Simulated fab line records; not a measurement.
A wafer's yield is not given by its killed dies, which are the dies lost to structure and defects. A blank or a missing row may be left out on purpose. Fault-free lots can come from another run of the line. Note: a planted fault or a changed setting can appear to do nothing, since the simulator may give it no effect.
Split-lot experiment -- flow rit-cmos -- 23 wafers read across 5 lots, on a route 202 steps long

== SPLIT DETAILS ==
At RIT_ACTIVE_EXPOSE_08 (exposes mask M1, target cd 1400 nm), the setting dose-mj was moved away from the recipe's 225 on 8 of the 23 wafers read, by -3.7% to +5.8%. For the rest of the wafers, this setting stayed at what the recipe calls for.

== FROM THE SPLIT TO THE READING: what the file shows between them, 6 steps ==
- RIT_ACTIVE_PEB_09
- RIT_ACTIVE_DEVELOP_10: develop time 50 s
- RIT_ACTIVE_CD_MEAS_11: target cd 1400 nm
- RIT_ACTIVE_HARDBAKE_12: time 60 s
- RIT_ACTIVE_ETCH_13: etches Si3N4 in SF6, stops on SiO2, time 210 s, target depth 210 nm
- RIT_ACTIVE_STRIP_14: strips in O2, time 180 s

== THE READING ==
Shown in nm: cd-nm at RIT_ACTIVE_CD_MEAS_90, with target cd 1400 nm. Typical for fault-free wafers on this fab line: 1399.9 nm, with standard deviation 1.9 nm.

wafer,"tool, chamber at the split",dose-mj as run,against the recipe,"cd-nm, nm",against lot-mates on the recipe
L076.1,"iline-stepper-01, 0",238,+5.8%,1381.0,-17.2
L076.2,"iline-stepper-01, 0",225,recipe,1398.7,-
L076.3,"iline-stepper-01, 0",225,recipe,1398.0,-
L076.4,"iline-stepper-01, 0",238,+5.8%,1381.1,-17.1
L076.6,"iline-stepper-01, 0",225,recipe,1397.8,-
L078.3,"iline-stepper-01, 0",225,recipe,1399.5,-
L078.5,"iline-stepper-01, 0",225,recipe,1400.1,-
L078.6,"iline-stepper-01, 0",225,recipe,1401.3,-
L081.1,"iline-stepper-01, 0",225,recipe,1401.2,-
L081.3,"iline-stepper-01, 0",225,recipe,1398.1,-
L081.4,"iline-stepper-01, 0",235.1,+4.5%,1387.9,-11.8
L081.5,"iline-stepper-01, 0",235.1,+4.5%,1389.0,-10.7
L081.6,"iline-stepper-01, 0",235.1,+4.5%,1389.6,-10.1
L083.2,"iline-stepper-02, 0",225,recipe,1397.8,-
L083.3,"iline-stepper-02, 0",225,recipe,1399.8,-
L083.4,"iline-stepper-02, 0",225,recipe,1402.2,-
L083.5,"iline-stepper-02, 0",225,recipe,1398.2,-
L083.6,"iline-stepper-02, 0",225,recipe,1398.2,-
L084.1,"iline-stepper-02, 0",216.7,-3.7%,1409.6,+12.4
L084.3,"iline-stepper-02, 0",225,recipe,1396.3,-
L084.4,"iline-stepper-02, 0",216.7,-3.7%,1407.1,+9.9
L084.5,"iline-stepper-02, 0",225,recipe,1398.1,-
L084.6,"iline-stepper-02, 0",216.7,-3.7%,1407.2,+10.0

THE FIT
A straight line over all 23 wafers: cd-nm changes by -2.63 nm for each +1% of dose-mj; r = -0.97; the points scatter about the line by 1.8 nm.
The same after taking each lot's own level away (the mean of its wafers on the recipe; 23 wafers): -2.77 nm for each +1%; r = -0.98; scatter 1.3 nm.
The reading moves by 16 nm for the largest change in dose-mj, on that fit.
Measured against the standard deviation above, the lots' own levels, which go from 1397.20 to 1400.30 nm, span 1.6 times it.
Consequently the slope shifts little with the lot-to-lot level, the two slopes agreeing.
Check: with one of the wafers moved furthest among these (+5.8%) left out of the fit, the line predicts -15.4 nm for it against its lot-mates. It came out at -17.2 nm against them.

== OTHER SPLITS APPLIED TO THESE WAFERS ==
Other splits were also applied to these wafers ahead of the reading. Each is held against what the fit with the lots' levels taken away leaves over:
other split on the same wafers,wafers away from the commonest value,r with cd-nm (lot level and that fit taken away)
RIT_ACTIVE_CVD_03 pressure-mtorr,15,+0.29

== THE WHOLE CHAIN: every reading that the file lists as answering this split, in the file's order ==
step,what it does,reading,change (the file's fit),r (the file's)
RIT_ACTIVE_CD_MEAS_11,target cd 1400 nm,cd-nm,-2.79 nm for each +1% of the setting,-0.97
RIT_ACTIVE_ETCH_13,"etches Si3N4 in SF6, stops on SiO2, time 210 s, target depth 210 nm","ACTIVE.cd-nm (the simulator's own value, which no gauge read)",-2.8 nm for each +1% of the setting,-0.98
RIT_ACTIVE_CD_MEAS_90,target cd 1400 nm,cd-nm,-2.79 nm for each +1% of the setting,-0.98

== THE FILE'S OWN FIT ==
cd-nm changes by -2.79 nm for each +1% of dose-mj, r = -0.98.
